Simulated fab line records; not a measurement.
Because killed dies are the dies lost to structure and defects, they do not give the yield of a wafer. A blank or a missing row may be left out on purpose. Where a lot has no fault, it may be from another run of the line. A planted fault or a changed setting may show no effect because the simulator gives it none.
Comparing a struck lot with a sound one | flow berkeleyCmos170 | 19 out of 331 route steps
Sound: these wafers, L503.1, L503.2, L503.5. The struck wafers were L490.1, L490.3, L490.5. Last of all comes the cause.
At each step with rows: each side's tool, then ch and its chambers, then its first start. Under that, the readings that differ: sound wafers | struck wafers | difference of the means | sigmas: that difference in standard deviations of wafers without a fault.
alike: readings with means less than 2 such deviations apart, plus words and numbers identical on both sides. not compared: withheld readings, readings lacking a value on some wafer, bounds such as >300 that could conceal the same value, and numbers that have no deviation in the record and whose values overlap.
Wherever a step has rows on one side only, a row that says differs or no value, or a row with sigmas, the two part there. When numbers do not overlap yet have no deviation, they are printed without sigmas and do not part them. A reading that every wafer of one side lacks parts them only if that side has two wafers or more.

first, 4 steps without rows for these wafers: UCB170_WELLDRIVE_WET_ETCH_04 (etches SiO2 in BOE, time 120 s); UCB170_ACTIVE_CLEAN_00 (cleans in SPM, time 600 s); UCB170_ACTIVE_CLEAN_01 (cleans in dHF, time 60 s); UCB170_ACTIVE_OXIDATION_02 (target thk 26.4 nm, ox time 1260 s).
UCB170_ACTIVE_THK_MEAS_03:
  sound on filmMetro-01 at day 8 07:53; struck on filmMetro-04 at day 5 15:16
  alike: ACTIVE_OXIDE_THK
then, 2 steps without rows for these wafers: UCB170_ACTIVE_ANNEAL_04 (time 900 s); UCB170_ACTIVE_CVD_05 (deposits Si3N4 from SiH2Cl2/NH3, target thk 220 nm, time 3300 s).
UCB170_ACTIVE_THK_MEAS_06:
  sound on filmMetro-04 at day 8 15:28; struck on filmMetro-01 at day 5 23:07
reading                 | sound             | struck            | difference | sigmas
ACTIVE_NITRIDE_THK (nm) | 222.7 224.5 222.4 | 217.5 218.1 218.7 | -5.1       | -3
then, 4 steps without rows for these wafers: UCB170_ACTIVE_HMDS_07 (prime time 60 s); UCB170_ACTIVE_COAT_08 (resist thk 900 nm); UCB170_ACTIVE_SOFTBAKE_09 (time 60 s); UCB170_ACTIVE_EXPOSE_10 (exposes mask ACTIVE, target cd 1200 nm).
UCB170_ACTIVE_PEB_11:
  sound on lithoTrack-01 ch 0, day 8 16:26; struck on lithoTrack-03 ch 0, day 6 00:12
reading               | sound                | struck               | difference | sigmas
heaterPowerTotalW (W) | 56.83 56.81 56.84    | 57.34 57.38 57.25    | +0.50      | +10
plateTempC (C)        | 130.24 130.03 129.98 | 130.92 131.02 131.09 | +0.93      | +7
  alike: exhaustPa
then, 1 step without rows for these wafers: UCB170_ACTIVE_DEVELOP_12 (develop time 45 s).
UCB170_ACTIVE_CD_MEAS_13: target cd 1200 nm.
  sound on cdSem-01 at day 8 16:43; struck on cdSem-02 at day 6 00:28
reading   | sound                | struck               | difference | sigmas
cdNm (nm) | 1200.5 1199.7 1198.8 | 1193.8 1194.7 1196.0 | -4.8       | -3
UCB170_ACTIVE_OVL_MEAS_14:
  sound on overlay-02 at day 8 16:50; struck on overlay-02 at day 6 00:35
  alike: ACTIVE_OVL
UCB170_ACTIVE_ETCH_15: etches Si3N4 in CH3F/Ar/O2, stops on SiO2, target depth 242 nm, time 151 s.
  sound on rieDiel-01 ch 0,1,2, day 8 16:52; struck on rieDiel-01 ch 1,3, day 6 00:38
reading                | sound          | struck         | difference | sigmas
model.ACTIVE.cdNm (nm) | 1201 1200 1199 | 1194 1195 1195 | -5         | 
  alike: drypumpMotorCurrentA, oesProductAu, throttleValvePct
  not compared: rfHoursCounterH
UCB170_ACTIVE_STRIP_16: strips in O2.
  sound on plasmaAsher-03 ch 0,1, day 8 16:58; struck on plasmaAsher-02 ch 0, day 6 00:44
  alike: drypumpMotorCurrentA, oesProductAu, stripTimeToEndpointS
  not compared: rfHoursCounterH
UCB170_M3_PROBE_99:
  the record has rows for the sound wafers here (prober-01, day 12 18:11) and none for the struck ones

## WHERE THEY PART
At UCB170_ACTIVE_THK_MEAS_06 first; at UCB170_M3_PROBE_99 last (within this record only).

WHY: what had been put in by the simulator
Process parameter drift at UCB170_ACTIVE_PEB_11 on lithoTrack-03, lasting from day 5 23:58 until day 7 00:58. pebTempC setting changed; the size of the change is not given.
